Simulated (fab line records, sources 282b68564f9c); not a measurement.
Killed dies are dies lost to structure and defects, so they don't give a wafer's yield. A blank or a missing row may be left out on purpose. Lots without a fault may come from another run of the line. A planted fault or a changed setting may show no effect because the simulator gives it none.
Which tool did it? | flow rit_cmos | 14 lots, 42 wafers sampled, at 2 steps of a route of 202

WHAT THE GAUGES READ, wafer by wafer
RIT_NRETRO_TW_MEAS_10. Usual: NRETRO_TW 1048, standard deviation 8.7.
lot  | measured    | on            | NRETRO_TW      | flag
L421 | day 2 21:25 | film_metro-01 | 1059 1061 1062 |
L422 | day 3 01:32 | film_metro-04 | 1043 1053 1045 |
L423 | day 3 06:55 | film_metro-04 | 1042 1043 1042 |
L424 | day 3 14:58 | film_metro-03 | 1040 1038 1044 |
L425 | day 3 17:55 | film_metro-03 | 1040 1043 1040 |
L426 | day 4 01:52 | film_metro-04 | 1051 1054 1043 |
L427 | day 4 04:55 | film_metro-03 | 1038 1036 1031 |
L428 | day 4 09:08 | film_metro-04 | 1047 1049 1049 |
L430 | day 4 22:38 | film_metro-01 | 1055 1054 1055 |
L434 | day 5 18:41 | film_metro-01 | 1060 1059 1055 |
L435 | day 6 00:40 | film_metro-01 | 1065 1075 1064 |
L436 | day 6 00:55 | film_metro-01 | 1242 1237 1241 | OFF
L440 | day 6 20:35 | film_metro-03 | 1210 1209 1213 | OFF
L441 | day 7 00:18 | film_metro-03 | 1035 1034 1036 |

WHICH TOOL RAN EACH LOT (tool, then ch and the chambers of the sampled wafers, then the start)
lot  | RIT_NRETRO_IMPLANT_08
L421 | implanter-01 ch 0, day 2 21:06
L422 | implanter-03 ch 0, day 3 01:12
L423 | implanter-02 ch 0, day 3 06:37
L424 | implanter-03 ch 0, day 3 14:39
L425 | implanter-03 ch 0, day 3 17:35
L426 | implanter-02 ch 0, day 4 01:33
L427 | implanter-02 ch 0, day 4 04:36
L428 | implanter-02 ch 0, day 4 08:49
L430 | implanter-01 ch 0, day 4 22:18
L434 | implanter-03 ch 0, day 5 18:22
L435 | implanter-02 ch 0, day 6 00:22
L436 | implanter-01 ch 0, day 6 00:37
L440 | implanter-01 ch 0, day 6 20:16
L441 | implanter-03 ch 0, day 6 23:59
- RIT_NRETRO_IMPLANT_08

WHAT THE TOOLS THEMSELVES READ (means of the sampled wafers that have a number; where no wafer has one, the mark that the record gives instead)
RIT_NRETRO_IMPLANT_08. Usual: dose_ions_cm2 1.0001e+13, standard deviation 1.1e+10; faraday_current_uA 31.8, standard deviation 0.6.
lot  | tool         | dose_ions_cm2 | faraday_current_uA | flag
L421 | implanter-01 | 9.9887e+12    | 31.3               |
L422 | implanter-03 | 9.9877e+12    | 31.6               |
L423 | implanter-02 | 1.0002e+13    | 32.5               |
L424 | implanter-03 | 1.0006e+13    | 32.0               |
L425 | implanter-03 | 9.9987e+12    | 32.1               |
L426 | implanter-02 | 1.0007e+13    | 31.8               |
L427 | implanter-02 | 1.0010e+13    | 31.6               |
L428 | implanter-02 | 9.9933e+12    | 31.5               |
L430 | implanter-01 | 9.9987e+12    | 31.5               |
L434 | implanter-03 | 9.9977e+12    | 31.8               |
L435 | implanter-02 | 9.9977e+12    | 31.8               |
L436 | implanter-01 | 1.6208e+13    | 51.7               | OFF
L440 | implanter-01 | 1.6187e+13    | 51.6               | OFF
L441 | implanter-03 | 1.0002e+13    | 31.8               |

THE ANSWER, worked out from the rows above alone
Rule: a lot is off if the mean of its wafers that have a number lies more than 3 standard deviations from the usual mean. A lot without any number at a reading at which 4 lots or more have one is off too. The other lots that the step has rows for count as sound. The gauges are gone through in route order, then the tools' own readings, and for those a lot's mean is taken as printed above. The first step at which some lot is off is used, and at that step the reading that is off furthest; a lot without a number counts as furthest.
Off: L436, L440, at RIT_NRETRO_TW_MEAS_10 (NRETRO_TW).
A tool fits if, at a process step before that reading, it ran every lot that is off, and no sound lot after the first of them. The gauges at RIT_NRETRO_TW_MEAS_10 aren't tried: what is off there is off at RIT_NRETRO_IMPLANT_08 too, on other tools, and a gauge's error can't cause that. One fits: implanter-01 at RIT_NRETRO_IMPLANT_08. Its last sound lot is L430 (day 4 22:18), its first lot that is off L436 (day 6 00:37): a fault that began between those two fits.
The tool's own readings at RIT_NRETRO_IMPLANT_08 bear it out: on the lots that are off they differ by more than 5 times the standard deviation of the sound lots' means. dose_ions_cm2 reads 1.6198e+13 there against 9.9991e+12 on the sound lots; faraday_current_uA reads 51.7 there against 31.8 on the sound lots.

WHAT THE SIMULATOR HAD PUT IN
Process parameter drift: implanter-01, from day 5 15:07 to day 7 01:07, at RIT_NRETRO_IMPLANT_08. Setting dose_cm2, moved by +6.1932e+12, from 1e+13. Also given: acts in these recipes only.
Lots struck among those shown: L436, L440. The rule above found the same.
